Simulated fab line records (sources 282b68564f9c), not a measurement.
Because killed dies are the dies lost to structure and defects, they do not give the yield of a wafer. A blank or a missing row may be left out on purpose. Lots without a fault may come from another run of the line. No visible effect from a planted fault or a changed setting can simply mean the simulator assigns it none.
Code-filled problem report in 8D (eight disciplines) form ; flow ritCmos ; the parts of the form that need people (team, actions taken, sign-off) are left out

1. THE PROBLEM
Mean PWELL_TW at RIT_PWELL_TW_MEAS_10: 1043 over 6 wafers in 2 lots; fault-free wafers: 960, standard deviation 4.9. Relative to the usual mean, that is a shift of +17 standard deviations.
First seen on wafer L634.2, day 4 13:55, on filmMetro-04. Wafers with a number at this step in the record: 42, from 14 lots. By rule, "out" or "out of limits" means more than 4 standard deviations away from the usual mean. Any other wafer with a number is counted as sound.

2. WHAT IT IS, AND WHAT IT ISN'T
question;is;is not
which readings at this step;PWELL_TW;-
which lots;L634, L635;L622, L623, L624, L626, L627, L629, L632, L633, L640, L641, L642, L643
which wafers of those lots;all that have a number;-
read on which gauges;filmMetro-04;filmMetro-01
when;from day 4 13:55;"up to then (24 sound wafers); but 12 sound wafers of L640, L641, L642, L643 came after"

3. THE SUSPECTS, EACH WITH WHAT RULES IT OUT
Counting: a tool stays on the suspect list if, at a process step up to the reading, it processed all lots that are out and no sound lot following the first of them.
- the gauge at RIT_PWELL_TW_MEAS_10 is ruled out. All the wafers that are out were read on filmMetro-04, but those of them that RIT_PWELL_IMPLANT_08 has rows for are out there too, on other tools.
- implanter-02 at RIT_PWELL_IMPLANT_08: kept. All lots that are out passed through it, beginning with L634 at day 4 13:37, and no sound lot followed; its final sound lot before that point was L629 at day 3 11:07. Its own doseIonsCm2, faradayCurrentUA readings are out on those wafers.
Left after counting: implanter-02 at RIT_PWELL_IMPLANT_08.

4. THE CAUSE (what the simulator had put in)
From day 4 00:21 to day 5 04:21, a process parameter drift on implanter-02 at RIT_PWELL_IMPLANT_08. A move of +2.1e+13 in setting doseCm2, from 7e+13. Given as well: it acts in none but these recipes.
The count eliminated every tool but this one.

5. THE EFFECT CHAIN, in route order
One row per reading whose mean, taken over the struck wafers that have a number, lies over 3 standard deviations from the usual. Readings are gone through only where the record gives a usual standard deviation; hours: the median, over the lots, of the time from a lot's start at the first step in this table giving one to that lot's start at this step; sigmas: the change measured in usual standard deviations.
hours;step;reading;usual;on struck wafers;change;sigmas
0;RIT_PWELL_IMPLANT_08;doseIonsCm2;6.999e+13;9.098e+13;+2.099e+13;+99 or more
0;RIT_PWELL_IMPLANT_08;faradayCurrentUA;221;290;+69;+16
0;RIT_PWELL_TW_MEAS_10;PWELL_TW;960;1043;+83;+17
6;RIT_WELLDRIVE_RS_MEAS_02;PWELL_RS;429.3 ohm/sq;364.4;-64.9;-59
Its process steps:
- RIT_PWELL_IMPLANT_08

6. HOW IT WOULD HAVE BEEN CAUGHT EARLIER
Counted from the fault's start at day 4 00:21, it took 14 hours until the first out-of-limits reading at a measuring or inspecting step in this record, taken at day 4 13:55.
At RIT_PWELL_IMPLANT_08, the tool's own readings (doseIonsCm2, faradayCurrentUA) were out on each struck wafer the step has a row for, so an alarm limit on them would have fired on the first such wafer.
L635, from the lots that are out (2), started RIT_PWELL_IMPLANT_08 on implanter-02 later than day 4 13:55. Holding the tool at that time would have saved it.
